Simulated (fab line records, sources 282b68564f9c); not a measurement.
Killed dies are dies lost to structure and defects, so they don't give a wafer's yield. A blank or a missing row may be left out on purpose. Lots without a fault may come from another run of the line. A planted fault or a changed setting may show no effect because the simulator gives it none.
A struck lot beside a sound one | flow rit_cmos | 44 steps out of a route of 202
Sound: wafers L723.1, L723.4, L723.5. Struck: wafers L731.1, L731.2, L731.4. The cause comes at the end.
At each step with rows: each side's tool, then ch and its chambers, then its first start. Under that, the readings that differ: sound wafers | struck wafers | difference of the means | sigmas: that difference in standard deviations of wafers without a fault.
alike: readings whose means differ by less than 2 such deviations, and words and numbers that are the same on both sides. not compared: withheld readings, readings that some wafer has no value for, bounds like >300 that may hide the same value, and numbers for which the record gives no deviation and whose values overlap.
The two part at a step that has a row with sigmas, a row that says differs or no value, or rows on one side only. Numbers that don't overlap but have no deviation are shown without sigmas and don't part them. A reading that every wafer of one side lacks parts them only if that side has two wafers or more.

first, 2 steps without rows for these wafers: RIT_PLDD_PEB_04; RIT_PLDD_DEVELOP_05 (develop time 50 s).
RIT_PLDD_OVL_MEAS_06:
  sound on overlay-01, day 3 09:09; struck on overlay-02, day 5 01:38
  alike: PLDD_OVL
then, 2 steps without rows for these wafers: RIT_PLDD_HARDBAKE_07 (time 60 s); RIT_PLDD_IMPLANT_08.
RIT_PLDD_STRIP_09: strips in O2, time 180 s.
  sound on plasma_asher-02 ch 0,1, day 3 09:29; struck on plasma_asher-01 ch 0,1, day 5 01:58
  alike: drypump_motor_current_A, o2_flow_sccm
  not compared: rf_hours_counter_h
RIT_PLDD_TW_MEAS_10:
  sound on film_metro-02, day 3 09:40; struck on film_metro-03, day 5 02:08
  alike: PLDD_TW
then, 4 steps without rows for these wafers: RIT_SPACER_CLEAN_00 (cleans in SC1, time 600 s); RIT_SPACER_CLEAN_01 (cleans in dHF, time 30 s); RIT_SPACER_CLEAN_02 (cleans in SC2, time 600 s); RIT_SPACER_CVD_03 (deposits Si3N4 from SiH2Cl2/NH3, target thk 250 nm, time 3300 s).
RIT_SPACER_THK_MEAS_04:
  sound on film_metro-04, day 3 12:27; struck on film_metro-04, day 5 04:29
  alike: SPACER_NITRIDE_THK
RIT_SPACER_ETCHBACK_05: etches Si3N4 in SF6/CHF3, stops on SiO2, target depth 250 nm, time 240 s.
  sound on rie_diel-03 ch 1,3, day 3 12:31; struck on rie_diel-04 ch 0,1,2, day 5 04:32
  reading                                     | sound             | struck            | difference | sigmas
  oes_product_au (a.u.)                       | 0.850 0.853 0.849 | 0.686 0.662 0.681 | -0.174     | -12
  run_length_s (s)                            | 268.7 268.2 268.4 | 364.5 363.7 364.9 | +95.9      | +99 or more
  model.poly-Si_of_GATE_CVD_08.thk_nm (nm)    | 168.5 168.7 171.3 | 144.9 144.4 142.2 | -25.7      |
  model.Si3N4_of_SPACER_CVD_03.thk_nm (nm)    | 195.6 196.6 195.1 | 174.1 174.4 174.3 | -21.5      |
  model.SiO2_of_FOX2_OXIDATION_00.thk_nm (nm) | 181.8 185 181     | 162.9 160.9 162   | -20.7      |
  alike: drypump_motor_current_A, throttle_valve_pct
  not compared: rf_hours_counter_h
then, 6 steps without rows for these wafers: RIT_NSD_HMDS_00 (prime time 60 s); RIT_NSD_COAT_01 (resist thk 1000 nm); RIT_NSD_SOFTBAKE_02 (time 60 s); RIT_NSD_EXPOSE_03 (exposes mask M9, target cd 40700 nm); RIT_NSD_PEB_04; RIT_NSD_DEVELOP_05 (develop time 50 s).
RIT_NSD_OVL_MEAS_06:
  sound on overlay-01, day 3 13:38; struck on overlay-02, day 5 05:40
  alike: NSD_OVL
then, 2 steps without rows for these wafers: RIT_NSD_HARDBAKE_07 (time 60 s); RIT_NSD_IMPLANT_08.
RIT_NSD_STRIP_09: strips in O2, time 180 s.
  sound on plasma_asher-01 ch 0,1, day 3 13:58; struck on plasma_asher-03 ch 0,1, day 5 06:00
  alike: drypump_motor_current_A, o2_flow_sccm
  not compared: rf_hours_counter_h
RIT_NSD_TW_MEAS_10:
  sound on film_metro-03, day 3 14:08; struck on film_metro-03, day 5 06:11
  alike: NSD_TW
then, 6 steps without rows for these wafers: RIT_PSD_HMDS_00 (prime time 60 s); RIT_PSD_COAT_01 (resist thk 1000 nm); RIT_PSD_SOFTBAKE_02 (time 60 s); RIT_PSD_EXPOSE_03 (exposes mask M10, target cd 40900 nm); RIT_PSD_PEB_04; RIT_PSD_DEVELOP_05 (develop time 50 s).
RIT_PSD_OVL_MEAS_06:
  sound on overlay-02, day 3 15:03; struck on overlay-01, day 5 07:05
  alike: PSD_OVL
then, 2 steps without rows for these wafers: RIT_PSD_HARDBAKE_07 (time 60 s); RIT_PSD_IMPLANT_08.
RIT_PSD_STRIP_09: strips in O2, time 180 s.
  sound on plasma_asher-03 ch 0, day 3 15:23; struck on plasma_asher-01 ch 0,1, day 5 07:38
  reading             | sound          | struck         | difference | sigmas
  o2_flow_sccm (sccm) | 4005 4011 4023 | 3978 3990 3991 | -27        | -2
  alike: drypump_motor_current_A
  not compared: rf_hours_counter_h
RIT_PSD_TW_MEAS_10:
  sound on film_metro-03, day 3 15:34; struck on film_metro-01, day 5 07:49
  alike: PSD_TW
then, 2 steps without rows for these wafers: RIT_SDANNEAL_CLEAN_00 (cleans in SC1, time 600 s); RIT_SDANNEAL_CLEAN_01 (cleans in dHF, time 30 s).
RIT_SDANNEAL_CLEAN_02: cleans in SC2, time 600 s.
  sound on wet_bench-04 ch 1, day 3 15:49; struck on wet_bench-01 ch 0, day 5 08:04
  reading                                  | sound             | struck          | difference | sigmas
  bath_guard_temp_C (C)                    | 74.8 74.5 74.4    | 76.0 76.1 76.6  | +1.7       | +3
  model.poly-Si_of_GATE_CVD_08.thk_nm (nm) | 164.1 164.3 166.9 | 140.6 140 137.9 | -25.6      |
RIT_SDANNEAL_RTA_03: time 5 s.
  sound on rtp_anneal-01 ch 0, day 3 16:01; struck on rtp_anneal-01 ch 0, day 5 08:14
  alike: wafer_temp_C_max
RIT_SDANNEAL_RS_MEAS_04: measures by four-point-probe.
  sound on film_metro-02, day 3 16:04; struck on film_metro-01, day 5 08:18
  reading         | sound                | struck               | difference | sigmas
  PSD_RS (ohm/sq) | 115.41 115.48 115.73 | 116.33 116.18 116.01 | +0.63      | +2
RIT_SDANNEAL_RS_MEAS_05: measures by four-point-probe.
  sound on film_metro-02, day 3 16:11; struck on film_metro-01, day 5 08:25
  reading         | sound          | struck         | difference | sigmas
  NSD_RS (ohm/sq) | 84.7 84.8 84.4 | 85.5 85.4 85.5 | +0.8       | +2
RIT_SDANNEAL_RS_MEAS_06: measures by four-point-probe.
  sound on film_metro-02, day 3 16:18; struck on film_metro-01, day 5 08:32
  reading          | sound             | struck            | difference | sigmas
  PLDD_RS (ohm/sq) | 178.4 178.5 178.4 | 179.5 179.0 179.7 | +1.0       | +2
RIT_SILICIDE_WET_ETCH_00: etches SiO2 in BOE, target depth 14 nm, time 15 s.
  sound on wet_bench-01 ch 0, day 3 16:32; struck on wet_bench-01 ch 0, day 5 08:47
  reading                                     | sound             | struck            | difference | sigmas
  model.Si3N4_of_SPACER_CVD_03.thk_nm (nm)    | 194.5 195.5 194   | 172.9 173.2 173.1 | -21.6      |
  model.SiO2_of_FOX2_OXIDATION_00.thk_nm (nm) | 153.3 156.5 152.4 | 134.6 132.7 133.7 | -20.4      |
RIT_M1_PROBE_99:
  sound on prober-02, day 3 23:41; struck on prober-02, day 5 15:50
  reading                                 | sound             | struck            | difference | sigmas
  model.etest.nplus_sal.width_nm (nm)     | 3456 3459 3453    | 3637 3642 3636    | +182       |
  model.etest.pplus_sal.width_nm (nm)     | 3444 3453 3458    | 3641 3626 3620    | +177       |
  model.etest.pldd.width_nm (nm)          | 3176 3171 3171    | 3320 3346 3355    | +168       |
  model.etest.nldd.width_nm (nm)          | 3165 3184 3197    | 3337 3333 3337    | +154       |
  model.etest.pwell_pinched.rs_ohm_sq     | 459.1 447.1 458.8 | 552.8 554.7 567.4 | +103.3     |
  model.etest.nwell_pinched.rs_ohm_sq     | 335.3 335.2 334.9 | 420.6 417.9 419.6 | +84.2      |
  model.etest.well_edge_left.line_ohm_um  | 181.8 182.7 183.7 | 225.8 220 226.3   | +41.3      |
  model.etest.well_edge_right.line_ohm_um | 180.6 182.9 182.8 | 223.7 221 226.1   | +41.5      |
  alike: killed_at_contacts, killed_at_front_end, killed_dies, killed_open, killed_short

WHERE THEY PART
First at RIT_SPACER_ETCHBACK_05; last, within this record, at RIT_SDANNEAL_RS_MEAS_06. Later steps at which nothing parts them and some readings are alike: RIT_M1_PROBE_99.

WHY: what the simulator had put in
Process parameter drift: rie_diel-04, from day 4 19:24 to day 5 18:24, at RIT_SPACER_ETCHBACK_05. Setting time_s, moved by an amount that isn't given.
